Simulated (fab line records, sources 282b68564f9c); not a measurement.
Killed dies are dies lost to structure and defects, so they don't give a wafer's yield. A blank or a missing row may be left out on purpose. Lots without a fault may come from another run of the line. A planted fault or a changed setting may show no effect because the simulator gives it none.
A struck lot beside a sound one | flow rit_cmos | 15 steps out of a route of 202
Sound: wafers L843.3, L843.4, L843.5. Struck: wafers L851.1, L851.2, L851.3. The cause comes at the end.
At each step with rows: each side's tool, then ch and its chambers, then its first start. Under that, the readings that differ: sound wafers | struck wafers | difference of the means | sigmas: that difference in standard deviations of wafers without a fault.
alike: readings whose means differ by less than 2 such deviations, and words and numbers that are the same on both sides. not compared: withheld readings, readings that some wafer has no value for, bounds like >300 that may hide the same value, and numbers for which the record gives no deviation and whose values overlap.
The two part at a step that has a row with sigmas, a row that says differs or no value, or rows on one side only. Numbers that don't overlap but have no deviation are shown without sigmas and don't part them. A reading that every wafer of one side lacks parts them only if that side has two wafers or more.

first, 5 steps without rows for these wafers: RIT_NSD_COAT_01 (resist thk 1000 nm); RIT_NSD_SOFTBAKE_02 (time 60 s); RIT_NSD_EXPOSE_03 (exposes mask M9, target cd 40700 nm); RIT_NSD_PEB_04; RIT_NSD_DEVELOP_05 (develop time 50 s).
RIT_NSD_OVL_MEAS_06:
  sound on overlay-01, day 3 22:47; struck on overlay-02, day 5 17:22
  alike: NSD_OVL
then, 2 steps without rows for these wafers: RIT_NSD_HARDBAKE_07 (time 60 s); RIT_NSD_IMPLANT_08.
RIT_NSD_STRIP_09: strips in O2, time 180 s.
  sound on plasma_asher-03 ch 0,1, day 3 23:11; struck on plasma_asher-02 ch 0,1, day 5 17:43
  alike: drypump_motor_current_A
  not compared: rf_hours_counter_h
RIT_NSD_TW_MEAS_10:
  sound on film_metro-02, day 3 23:19; struck on film_metro-02, day 5 17:53
  alike: NSD_TW
then, 2 steps without rows for these wafers: RIT_PSD_HMDS_00 (prime time 60 s); RIT_PSD_COAT_01 (resist thk 1005 nm).
RIT_PSD_SOFTBAKE_02: time 60 s.
  sound on litho_track-02 ch 0, day 3 23:43; struck on litho_track-02 ch 0, day 5 18:14
  reading                  | sound             | struck            | difference | sigmas
  heater_power_total_W (W) | 34.62 34.54 34.57 | 36.54 36.57 36.51 | +1.96      | +38
  run_length_s (s)         | 89.17 89.10 89.25 | 79.05 78.77 78.78 | -10.31     | -86
  alike: chill_plate_temp_C, exhaust_pa
then, 1 step without rows for these wafers: RIT_PSD_EXPOSE_03 (exposes mask M10, target cd 40900 nm).
RIT_M1_PROBE_99:
  sound on prober-02, day 4 09:10; struck on prober-01, day 6 03:33
  reading       | sound | struck | difference | sigmas
  killed_on_rim | 2 3 8 | 2 1 1  | -3         | -2
  alike: killed_at_contacts, killed_at_front_end, killed_dies, killed_open, killed_short

WHERE THEY PART
First at RIT_PSD_SOFTBAKE_02; last, within this record, at RIT_M1_PROBE_99.

WHY: what the simulator had put in
Process parameter drift: litho_track-02, from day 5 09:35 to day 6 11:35, at RIT_PSD_SOFTBAKE_02. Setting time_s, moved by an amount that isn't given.
